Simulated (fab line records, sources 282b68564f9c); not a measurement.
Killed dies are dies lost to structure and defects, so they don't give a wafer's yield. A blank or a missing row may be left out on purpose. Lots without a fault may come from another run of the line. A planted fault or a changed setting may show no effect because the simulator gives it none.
One fault seen from 2 desks | flow rit_cmos | each desk has only its own numbers; what lay behind them comes last

THE TOOL OWNER'S DESK: litho_track-01
The tool's own readings at RIT_PSD_COAT_01 (resist thk 1000 nm): means of the sampled wafers that have a number, for each lot that ran on this tool. A lot is out of limits, marked OUT, if its mean lies more than 4 standard deviations from the usual mean; the brackets give that distance.
Columns: A = spin_speed_rpm at RIT_PSD_COAT_01, usual 3250.4 rpm
lot  | first seen here | A
L343 | day 5 01:40     | 3253.3
L346 | day 5 17:22     | 3377.6 (+51) OUT
L347 | day 5 20:41     | 3376.7 (+51) OUT
This desk's finding: out of limits on L346, L347; first on L346, day 5 17:22 (spin_speed_rpm at RIT_PSD_COAT_01). In limits: L343.

THE METROLOGY DESK
What the gauges read, lot by lot, whatever tool the lot ran on: means of the sampled wafers that have a number. A lot is out of limits, marked OUT, if its mean lies more than 4 standard deviations from the usual mean; the brackets give that distance.
Columns: A = NSD_OVL at RIT_NSD_OVL_MEAS_06, usual 0.1 nm; B = NSD_TW at RIT_NSD_TW_MEAS_10, usual 3107; C = PSD_OVL at RIT_PSD_OVL_MEAS_06, usual -0.2 nm
lot  | first seen here | A    | B    | C
L343 | day 5 00:55     | -0.2 | 3126 | 0.5
L346 | day 5 16:30     | -1.0 | 3078 | 0.9
L347 | day 5 19:58     | -0.0 | 3141 | -1.5
L350 | day 6 12:55     | -0.4 | 3075 | -0.4
L352 | day 6 20:20     | -0.0 | 3092 | 0.3
L355 | day 7 11:47     | 1.5  | 3068 | -0.9
This desk's finding: nothing out of limits on any of the 6 lots.

PUT TOGETHER
The tool owner's desk could have raised an alarm at day 5 17:22, on L346, L347.
The metrology desk saw nothing out of limits.
The metrology desk has L346, L347 on record, within its limits.
Of the lots named, all ran RIT_PSD_COAT_01 on litho_track-01.

WHAT THE SIMULATOR HAD PUT IN
Process parameter drift: litho_track-01, from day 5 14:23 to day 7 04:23, at RIT_PSD_COAT_01. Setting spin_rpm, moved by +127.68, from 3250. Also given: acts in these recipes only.
Lots struck among those shown: L346, L347.
Hours from the fault's start to each desk's first reading out of limits: the tool owner's desk, 3.
